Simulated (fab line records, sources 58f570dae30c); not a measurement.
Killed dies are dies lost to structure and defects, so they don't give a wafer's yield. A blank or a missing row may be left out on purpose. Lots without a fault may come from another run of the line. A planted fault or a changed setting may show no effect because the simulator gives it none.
fab line records | flow berkeley_cmos170
record lots=15 wafers=45 last_day=11
route steps=331 shown BACKSIDE@202 CONTACT@224 M2@284 M3@310
lots that met no fault: from a run of the same line without faults
start_h: hours from the record's first day to the start of the lot's first wafer shown | wait_h: hours since the lot's step before | " the same as in the row above | L1.1+2: a row that stands for several wafers | - no value, or no start given | * or withheld: withheld | < > ~ a bound
route shown NAME@n: a module of which the file shows steps, and the number in the route of the first | usual: mean/standard deviation of fault-free wafers | same: alike in all rows | chamber/n: place in a boat | sites: the reading at each site | _std_site: their standard deviation | _edge_site: outer sites' mean less inner sites' | radius_mm: how far each site lies from the wafer's centre | mask NAME#n: copy n | behind: the tool/chamber that last shaped the wafer | hold: why the lot was held/for how many hours/how that ended | device: the transistor (n, p or np) that didn't switch | end of line: the same wafers' tests at the end of the route | a step without rows: its recipe alone | killed: dies lost to structure and defects at the first sort, not the wafer's yield | map: a wafer's dies, x killed, . not, _ none there
set.NAME: the setting as run; set.NAME@STEP: as run at that earlier step | model.NAME: the simulator's own value behind a step, which no gauge read
steps of the route over a sample of lots; a table a step, a row a wafer
services: from which hour (start_h, from the record's first day; less than 0 if before it) a tool's chamber was out of use, for how many hours, and why
## steps
# step UCB170_BACKSIDE_STRIP_03
# recipe chemistry=O2 power_w=400 pressure_mtorr=3500 platen_temp_c=withheld o2_flow_sccm=400 overash_fraction=0.5
# usual drypump_motor_current_A=5.75/0.16 oes_product_au=0.735/0.0044 strip_time_to_endpoint_s=21.98/0.063
# same overash_fraction=0.5
# columns lot.wafer tool chamber start_h wait_h drypump_motor_current_A oes_product_au rf_hours_counter_h strip_time_to_endpoint_s
L644.3 plasma_asher-02 1 140.15 0.1 5.74 0.737 - 22.07
L644.4 " 0 " " 5.63 0.732 - 22.00
L644.6 " 0 " " 5.63 0.730 - 21.96
L645.2 plasma_asher-03 0 140.57 0.1 5.83 0.734 36 21.89
L645.5 " 0 " " 5.84 0.730 - 21.93
L645.6 " 1 " " 5.45 0.722 - 21.92
L647.1 plasma_asher-01 1 148.37 0.1 5.83 0.732 45 21.92
L647.2 " 0 " " 5.89 0.731 45 21.88
L647.6 " 0 " " 5.90 0.738 - 21.91
L649.1 plasma_asher-03 1 157.78 0.1 5.48 0.740 37 22.00
L649.4 " 1 " " 5.47 0.734 - 21.99
L649.5 " 0 " " 5.83 0.737 - 21.98
L648.1 plasma_asher-01 0 158.27 0.1 5.89 0.731 46 22.02
L648.3 " 1 " " 5.87 0.731 - 21.93
L648.6 " 0 " " 5.90 0.743 - 22.04
L651.1 plasma_asher-03 0 165.25 0.1 5.84 0.735 38 21.98
L651.3 " 0 " " 5.85 0.728 - 21.94
L651.4 " 1 " " 5.47 0.731 - 22.00
L654.1 plasma_asher-03 1 185.89 0.1 5.47 0.733 40 21.87
L654.2 " 0 " " 5.84 0.736 40 21.92
L654.5 " 0 " " 5.83 0.736 - 21.91
L653.2 plasma_asher-02 1 186.07 0.1 5.77 0.735 8 21.95
L653.3 " 0 " " 5.63 0.735 - 22.05
L653.5 " 1 " " 5.79 0.736 - 21.96
L659.1 plasma_asher-03 0 212.22 0.1 5.84 0.740 43 22.11
L659.2 " 1 " " 5.49 0.737 43 22.10
L659.4 " 0 " " 5.84 0.735 - 22.18
L658.1 plasma_asher-03 0 212.93 0.1 5.85 0.740 43 21.97
L658.4 " 0 " " 5.82 0.738 - 21.92
L658.5 " 1 " " 5.45 0.731 - 22.03
L660.1 plasma_asher-01 0 220.01 0.1 5.92 0.735 53 21.99
L660.5 " 0 " " 5.89 0.735 - 21.97
L660.6 " 1 " " 5.85 0.726 - 22.09
L661.1 plasma_asher-03 0 220.13 0.1 5.84 0.746 44 22.01
L661.3 " 1 " " 5.46 0.741 - 22.03
L661.6 " 1 " " 5.47 0.732 - 22.02
L663.1 plasma_asher-02 0 225.26 0.1 5.64 0.735 12 22.08
L663.3 " 1 " " 5.78 0.730 - 22.02
L663.4 " 0 " " 5.63 0.739 - 22.03
L662.1 plasma_asher-01 0 225.57 0.1 5.89 0.741 53 22.08
L662.2 " 1 " " 5.84 0.731 53 22.03
L662.6 " 1 " " 5.84 0.733 - 21.99
L665.2 plasma_asher-01 0 241.84 0.1 5.90 0.730 55 21.91
L665.3 " 1 " " 5.85 0.740 - 21.92
L665.5 " 1 " " 5.83 0.726 - 21.95
# step UCB170_CONTACT_RTA_08
# recipe temp_c=900 time_s=10 ambient=N2
# usual lamp_power_pct=23.8/1.1 wafer_temp_C_max=904.0/0.97
# columns lot.wafer tool chamber start_h wait_h lamp_power_pct wafer_temp_C_max
L644.3 rtp_anneal-02 0 144.85 0.0 24.8 903.9
L644.4 " 0 " " 24.8 905.2
L644.6 " 0 " " 24.8 902.5
L645.2 rtp_anneal-02 0 145.03 0.0 24.8 903.5
L645.5 " 0 " " 24.7 903.9
L645.6 " 0 " " 24.7 903.0
L647.1 rtp_anneal-01 0 152.44 0.0 22.6 904.1
L647.2 " 0 " " 22.6 904.4
L647.6 " 0 " " 22.6 903.3
L649.1 rtp_anneal-02 0 161.91 0.0 24.8 903.7
L649.4 " 0 " " 24.8 904.3
L649.5 " 0 " " 24.7 903.5
L648.1 rtp_anneal-01 0 162.26 0.0 22.6 905.0
L648.3 " 0 " " 22.6 903.5
L648.6 " 0 " " 22.5 904.4
L651.1 rtp_anneal-01 0 170.08 0.0 22.6 905.2
L651.3 " 0 " " 22.6 905.7
L651.4 " 0 " " 22.6 905.9
L654.1 rtp_anneal-02 0 191.36 0.0 24.7 903.8
L654.2 " 0 " " 24.7 903.9
L654.5 " 0 " " 24.8 904.4
L653.2 rtp_anneal-01 0 191.55 0.0 22.6 904.9
L653.3 " 0 " " 22.5 903.8
L653.5 " 0 " " 22.6 904.3
L659.1 rtp_anneal-01 0 217.37 0.0 22.5 903.9
L659.2 " 0 " " 22.5 906.2
L659.4 " 0 " " 22.6 905.2
L658.1 rtp_anneal-02 0 219.94 0.0 24.7 903.6
L658.4 " 0 " " 24.7 904.0
L658.5 " 0 " " 24.8 903.1
L660.1 rtp_anneal-01 0 224.00 0.0 22.6 903.3
L660.5 " 0 " " 22.6 904.4
L660.6 " 0 " " 22.6 904.6
L661.1 rtp_anneal-01 0 224.63 0.0 22.6 903.9
L661.3 " 0 " " 22.6 904.8
L661.6 " 0 " " 22.6 903.4
L663.1 rtp_anneal-01 0 229.42 0.0 22.6 904.1
L663.3 " 0 " " 22.5 903.7
L663.4 " 0 " " 22.5 904.4
L662.1 rtp_anneal-02 0 229.87 0.0 24.7 903.2
L662.2 " 0 " " 24.7 904.5
L662.6 " 0 " " 24.8 904.1
L665.2 rtp_anneal-02 0 246.57 0.0 24.7 903.0
L665.3 " 0 " " 24.8 902.9
L665.5 " 0 " " 24.8 903.5
# step UCB170_M2_PEB_13
# recipe peb_temp_c=130 peb_time_s=withheld resist=KrF
# usual heater_power_total_W=56.80/0.048 plate_temp_C=129.97/0.15 resist_line_temp_C=22.98/0.09
# columns lot.wafer tool chamber start_h wait_h heater_power_total_W plate_temp_C resist_line_temp_C
L644.3 litho_track-04 0 157.59 0.1 56.80 130.19 22.89
L644.4 " 0 " " 56.71 130.20 23.01
L644.6 " 0 " " 56.83 129.95 23.17
L645.2 litho_track-01 0 158.53 0.2 56.83 129.96 22.88
L645.5 " 0 " " 56.76 129.99 22.91
L645.6 " 0 " " 56.79 130.00 22.89
L647.1 litho_track-04 0 166.67 0.1 56.76 130.12 23.02
L647.2 " 0 " " 56.74 130.19 23.06
L647.6 " 0 " " 56.86 130.13 23.05
L648.1 litho_track-01 0 176.31 0.1 56.80 130.04 23.02
L648.3 " 0 " " 56.85 129.89 23.12
L648.6 " 0 " " 56.84 129.80 23.02
L649.1 litho_track-02 0 176.66 0.1 56.80 130.05 23.04
L649.4 " 0 " " 56.89 130.17 23.01
L649.5 " 0 " " 56.81 129.92 22.93
L651.1 litho_track-02 0 185.69 0.4 56.81 129.85 23.02
L651.3 " 0 " " 56.85 129.84 22.82
L651.4 " 0 " " 56.81 129.86 22.83
L654.1 litho_track-02 0 203.50 0.1 56.78 129.90 23.14
L654.2 " 0 " " 56.85 130.13 23.10
L654.5 " 0 " " 56.83 129.99 23.10
L653.2 litho_track-04 0 204.14 0.1 56.88 130.05 23.15
L653.3 " 0 " " 56.76 129.84 23.02
L653.5 " 0 " " 56.85 129.92 23.07
L659.1 litho_track-04 0 227.06 0.3 56.77 129.99 23.09
L659.2 " 0 " " 56.82 130.07 22.97
L659.4 " 0 " " 56.71 130.02 23.12
L658.1 litho_track-04 0 232.17 0.5 56.83 130.00 23.05
L658.4 " 0 " " 56.83 130.15 22.93
L658.5 " 0 " " 56.82 130.03 23.02
L660.1 litho_track-01 0 236.67 0.1 56.82 129.67 22.96
L660.5 " 0 " " 56.88 129.86 23.01
L660.6 " 0 " " 56.78 129.87 22.94
L661.1 litho_track-04 0 237.70 0.6 54.07 125.24 23.01
L661.3 " 0 " " 54.08 125.04 22.86
L661.6 " 0 " " 54.07 125.16 22.88
L662.1 litho_track-04 0 242.59 0.3 54.10 124.92 23.09
L662.2 " 0 " " 54.11 125.19 22.94
L662.6 " 0 " " 54.07 125.04 23.06
L663.1 litho_track-04 0 242.87 0.3 54.13 124.97 23.04
L663.3 " 0 " " 54.08 125.10 23.05
L663.4 " 0 " " 54.11 125.16 23.08
L665.2 litho_track-02 0 262.78 0.9 56.76 129.87 23.11
L665.3 " 0 " " 56.86 129.82 23.01
L665.5 " 0 " " 56.81 129.82 23.04
# step UCB170_M2_CD_MEAS_15
# recipe target_cd_nm=700
# usual cd_nm=700.0/1.4
# columns lot.wafer tool chamber start_h wait_h cd_nm
L644.3 cd_sem-02 - 157.86 - 698.7
L644.4 " - " " 698.6
L644.6 " - " " 698.5
L645.2 cd_sem-01 - 158.80 - 700.4
L645.5 " - " " 698.8
L645.6 " - " " 699.0
L647.1 cd_sem-01 - 166.94 - 699.6
L647.2 " - " " 698.4
L647.6 " - " " 699.7
L648.1 cd_sem-02 - 176.59 - 699.6
L648.3 " - " " 701.7
L648.6 " - " " 701.5
L649.1 cd_sem-01 - 176.94 - 698.9
L649.4 " - " " 698.3
L649.5 " - " " 698.8
L651.1 cd_sem-01 - 185.97 - 700.1
L651.3 " - " " 700.8
L651.4 " - " " 701.4
L654.1 cd_sem-02 - 203.78 - 698.0
L654.2 " - " " 698.6
L654.5 " - " " 698.2
L653.2 cd_sem-02 - 204.41 - 701.8
L653.3 " - " " 701.2
L653.5 " - " " 700.1
L659.1 cd_sem-01 - 227.34 - 700.3
L659.2 " - " " 700.6
L659.4 " - " " 698.8
L658.1 cd_sem-02 - 232.45 - 698.6
L658.4 " - " " 699.3
L658.5 " - " " 700.0
L660.1 cd_sem-02 - 236.94 - 700.8
L660.5 " - " " 702.1
L660.6 " - " " 699.7
L661.1 cd_sem-02 - 237.98 - 736.7
L661.3 " - " " 737.6
L661.6 " - " " 737.6
L662.1 cd_sem-01 - 242.87 - 739.0
L662.2 " - " " 739.8
L662.6 " - " " 739.9
L663.1 cd_sem-01 - 243.14 - 740.1
L663.3 " - " " 739.6
L663.4 " - " " 740.5
L665.2 cd_sem-01 - 263.05 - 701.0
L665.3 " - " " 699.3
L665.5 " - " " 698.9
# step UCB170_M3_SPUTTER_01
# recipe material=Al target_thk_nm=900 time_s=120 power_w=6000 chamber_pressure_pa=0.5
# usual throttle_valve_pct=30.3/0.94
# columns lot.wafer tool chamber start_h wait_h throttle_valve_pct
L644.3 pvd_sputter-01 - 161.55 0.0 31.4
L644.4 " - " " 30.7
L644.6 " - " " 30.6
L645.2 pvd_sputter-02 - 162.05 0.0 29.4
L645.5 " - " " 30.7
L645.6 " - " " 29.3
L647.1 pvd_sputter-01 - 169.92 0.0 30.3
L647.2 " - " " 30.6
L647.6 " - " " 31.5
L648.1 pvd_sputter-03 - 179.65 0.0 29.7
L648.3 " - " " 29.9
L648.6 " - " " 28.5
L649.1 pvd_sputter-02 - 180.02 0.0 30.9
L649.4 " - " " 29.0
L649.5 " - " " 31.0
L651.1 pvd_sputter-02 - 188.95 0.0 29.7
L651.3 " - " " 29.4
L651.4 " - " " 30.9
L654.1 pvd_sputter-02 - 206.78 0.0 30.2
L654.2 " - " " 31.1
L654.5 " - " " 29.8
L653.2 pvd_sputter-03 - 207.74 0.0 28.1
L653.3 " - " " 31.2
L653.5 " - " " 28.4
L659.1 pvd_sputter-01 - 230.62 0.0 31.1
L659.2 " - " " 30.5
L659.4 " - " " 31.4
L658.1 pvd_sputter-03 - 235.89 0.0 29.9
L658.4 " - " " 31.0
L658.5 " - " " 29.8
L660.1 pvd_sputter-02 - 240.23 0.0 30.9
L660.5 " - " " 30.1
L660.6 " - " " 31.0
L661.1 pvd_sputter-03 - 241.45 0.0 31.0
L661.3 " - " " 30.1
L661.6 " - " " 31.3
L662.1 pvd_sputter-01 - 246.52 0.0 30.9
L662.2 " - " " 31.5
L662.6 " - " " 31.7
L663.1 pvd_sputter-02 - 246.97 0.0 30.6
L663.3 " - " " 29.8
L663.4 " - " " 29.1
L665.2 pvd_sputter-03 - 266.46 0.0 29.8
L665.3 " - " " 27.9
L665.5 " - " " 29.9
## services
# columns tool chamber start_h hours kind
plasma_asher-02 0 117.75 - clean
plasma_asher-02 1 117.75 - clean
pvd_sputter-02 - 119.78 1.6 repair
plasma_asher-03 - 159.30 5.2 repair
pvd_sputter-02 - 176.56 1.8 repair
pvd_sputter-02 3 204.91 - consumable_replace:kit
pvd_sputter-02 3 204.91 18.0 scheduled_down
pvd_sputter-02 3 204.91 18.0 vent_cycle
rtp_anneal-01 - 207.46 3.7 pm
rtp_anneal-02 - 223.18 2.6 pm
## key
first_sign step=UCB170_M2_PEB_13 reading=heater_power_total_W direction=down sigmas=57 usual=56.80 struck=54.09
effect step=UCB170_M2_PEB_13 reading=plate_temp_C direction=down sigmas=33 usual=* struck=*
effect step=UCB170_M2_CD_MEAS_15 reading=cd_nm direction=up sigmas=28 usual=700.0 struck=739.0
met_at UCB170_M2_PEB_13
struck_lots L661,L662,L663
tester_left_out L662,L663
not_acting_at UCB170_BACKSIDE_STRIP_03,UCB170_CONTACT_RTA_08,UCB170_M3_SPUTTER_01
onset_between 232.17 237.70
earlier_fault kind=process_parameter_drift tool=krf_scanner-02 chamber=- onset_h=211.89 steps=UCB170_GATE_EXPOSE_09 channel=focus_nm offset=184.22 spread_by_wafer=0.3 shape=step end_h=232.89
fault kind=process_parameter_drift tool=litho_track-04 chamber=- onset_h=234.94 steps=UCB170_M2_PEB_13 channel=peb_temp_c offset=* shape=step acts_in=* stated=*
# tester_left_out: of these lots the tester's yield and bins aren't shown, on N5 and GAA mostly nor the transistor test; their killed dies are dies lost to structure and defects alone, not to doping, threshold or leakage, so they don't give the yield
